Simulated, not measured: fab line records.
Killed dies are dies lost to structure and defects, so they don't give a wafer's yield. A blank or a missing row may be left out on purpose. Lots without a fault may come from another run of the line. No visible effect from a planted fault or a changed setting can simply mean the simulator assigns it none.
8D (eight disciplines) problem report, filled in by code :: flow berkeley-cmos170 :: the parts of the form that need people (team, actions taken, sign-off) are left out

== 1. PROBLEM STATEMENT ==
Wafers free of any fault read -2 nm (standard deviation 5.8) for GATE_OVL at UCB170_GATE_OVL_MEAS_13, against a mean of 35 nm on 9 wafers of 3 lots. Measured from the usual mean, that is +6.4 standard deviations.
Seen first at day 9 06:32 on overlay-02, wafer L302.1. Wafers with a number at this step in the record: 33, from 11 lots. The rule behind "out" and "out of limits": a value lying over 4 standard deviations away from the usual mean. All remaining wafers that have a number are taken as sound.

== 2. WHAT IT IS AND WHAT IT IS NOT ==
question: which readings at this step
is: GATE_OVL
is not: -

question: which lots
is: L300, L302, L305
is not: L290, L291, L292, L293, L294, L295, L311, L313

question: which wafers of those lots
is: all that have a number
is not: -

question: read on which gauges
is: overlay-01, overlay-02
is not: -

question: when
is: from day 9 06:32
is not: up to then (18 sound wafers); but 6 sound wafers of L311, L313 came after

== 3. THE SUSPECTS, EACH WITH WHAT RULES IT OUT ==
Counting: any tool at a process step up to the reading is kept as a suspect provided that every lot that is out went through it and no sound lot did after the first of them.
- the gauge at UCB170_GATE_OVL_MEAS_13: ruled out. 2 gauges (overlay-01, overlay-02) read the wafers that are out.
- krf-scanner-02 at UCB170_GATE_EXPOSE_09 (exposes mask POLY, target cd 350 nm): kept. It ran every lot that is out, first L302 (day 9 05:59), and no sound lot after that; its last sound lot up to then is L294 (day 8 02:14).
The count leaves krf-scanner-02 at UCB170_GATE_EXPOSE_09.

== 4. THE CAUSE (what the simulator had put in) ==
Scanner matching overlay: krf-scanner-02, from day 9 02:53 on, at UCB170_GATE_EXPOSE_09. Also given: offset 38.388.
Only this tool survived the counting.

== 5. THE EFFECT CHAIN, in route order ==
Rows list readings where the struck wafers' mean (over those with a number) sits beyond 3 standard deviations from the usual. Scope: only readings with a usual standard deviation given in the record; hours: median across lots of the time from each lot's start at the first step in this table that gives one to its start at this step; sigmas: change in usual standard deviations.
hours: 0
step: UCB170_GATE_OVL_MEAS_13
reading: GATE_OVL
usual: -2 nm
on struck wafers: 35
change: +37
sigmas: +6.4

== 6. HOW IT WOULD HAVE BEEN CAUGHT EARLIER ==
In this record the first reading out of limits at a measuring or inspecting step was taken at day 9 06:32, 4 hours after the fault began at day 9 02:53.
Among the 3 lots that are out, L305 began UCB170_GATE_EXPOSE_09 on krf-scanner-02 after day 9 06:32. Putting the tool on hold at that point would have spared it.
